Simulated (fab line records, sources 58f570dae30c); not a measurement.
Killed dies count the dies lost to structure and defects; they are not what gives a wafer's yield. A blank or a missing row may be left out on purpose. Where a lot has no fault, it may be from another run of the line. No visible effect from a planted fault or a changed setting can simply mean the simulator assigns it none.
Split-lot study -- flow berkeleyCmos170 -- 23 wafers read across 5 lots, on a route 331 steps long

## ON THE SPLIT
At UCB170_V2_CMP_02 (polishes SiO2), the setting leaveAboveRefNm was moved away from the recipe's 1000 nm on 10 of the 23 wafers read, by -6.0% to +6.2%. All remaining wafers had this setting at the recipe value.

The file shows no step between the split and the reading.

## THE READING
Values of V2_POLISHED_THK in nm from UCB170_V2_THK_MEAS_04. Fault-free wafers of this fab line usually give 1000.3 nm, standard deviation 1.1 nm.

wafer,"tool, chamber at the split","leaveAboveRefNm as run, nm",against the recipe,"V2_POLISHED_THK, nm",against lot-mates on the recipe
L075.1,"cmp-02, 1,0",940.4,-6.0%,941.1,-59.9
L075.2,"cmp-02, 3",1000,recipe,1001.2,-
L075.3,"cmp-02, 2",1000,recipe,1000.9,-
L075.4,"cmp-02, 1,0",940.4,-6.0%,940.9,-60.1
L075.5,"cmp-02, 1",940.4,-6.0%,940.7,-60.3
L077.2,"cmp-02, 3",1000,recipe,1000.3,-
L077.3,"cmp-02, 0,1",1038,+3.8%,1039.3,+38.6
L077.4,"cmp-02, 0,1",1038,+3.8%,1039.8,+39.1
L077.5,"cmp-02, 3",1000,recipe,1001.1,-
L077.6,"cmp-02, 2",1038,+3.8%,1038.1,+37.4
L081.1,"cmp-01, 2,3",1000,recipe,1000.0,-
L081.2,"cmp-01, 0",1000,recipe,998.8,-
L081.3,"cmp-01, 2,3",1000,recipe,999.3,-
L083.1,"cmp-01, 3",1023,+2.3%,1025.0,+24.0
L083.2,"cmp-01, 0,2,0",1000,recipe,1001.5,-
L083.3,"cmp-01, 0,2,0",1000,recipe,1000.2,-
L083.5,"cmp-01, 3",1023,+2.3%,1023.1,+22.1
L083.6,"cmp-01, 0,2,0",1000,recipe,1001.4,-
L085.1,"cmp-02, 1",1062,+6.2%,1060.5,+60.1
L085.2,"cmp-02, 2",1000,recipe,1000.3,-
L085.3,"cmp-02, 3",1000,recipe,999.3,-
L085.4,"cmp-02, 0",1062,+6.2%,1062.2,+61.8
L085.5,"cmp-02, 2",1000,recipe,1001.5,-
If several chambers appear in one row, that row covers several wafers at once and the file leaves open which wafer was in which chamber.

FIT RESULTS
A straight line over all 23 wafers: V2_POLISHED_THK changes by +9.98 nm for each +1% of leaveAboveRefNm; r = +1.00; the points scatter about the line by 0.95 nm.
The same after taking each lot's own level away (the mean of its wafers on the recipe; 23 wafers): +10 nm for each +1%; r = +1.00; scatter 0.77 nm.
That fit puts the effect of the largest move of leaveAboveRefNm on the reading at 62 nm.
Across the lots, their own levels run from 999.37 to 1001.05 nm, a range of 1.5 times the standard deviation given above.
The two slopes are in agreement: the lot-to-lot level therefore moves the slope only a little.
Check: with one of the wafers moved furthest among these (+6.2%) left out of the fit, the line predicts +62.4 nm for it against its lot-mates. It came out at +60.1 nm against them.

## THESE WAFERS: OTHER SPLITS
Before the reading, these wafers also passed through other splits. Each is held against what the fit with the lots' levels taken away leaves over:
other split on the same wafers,wafers away from the commonest value,r with V2_POLISHED_THK (lot level and that fit taken away)
UCB170_V1_EXPOSE_09 doseMj,9,+0.20
UCB170_M2_SPUTTER_01 timeS,9,-0.07
UCB170_M2_METAL_ETCH_18 overEtchFrac,5,+0.19

## THE WHOLE CHAIN: every reading that the file lists as answering this split, in the file's order
step,what it does,reading,change (the file's fit),r (the file's)
UCB170_V2_CMP_02,polishes SiO2,"SiO2_of_V2_CVD_00.thkNm (the simulator's own value, which no gauge read)",+9.96 nm for each +1% of the setting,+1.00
UCB170_V2_THK_MEAS_04,,V2_POLISHED_THK,+9.98 for each +1% of the setting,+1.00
UCB170_V2_ETCH_14,"etches SiO2 in CHF3/CF4/Ar, stops on Al, target depth 1250 nm, time 291 s","V2.featureDepthNm (the simulator's own value, which no gauge read)",+10.1 nm for each +1% of the setting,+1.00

## THE FILE'S OWN FIT
V2_POLISHED_THK changes by +9.98 nm for each +1% of leaveAboveRefNm, r = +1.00.
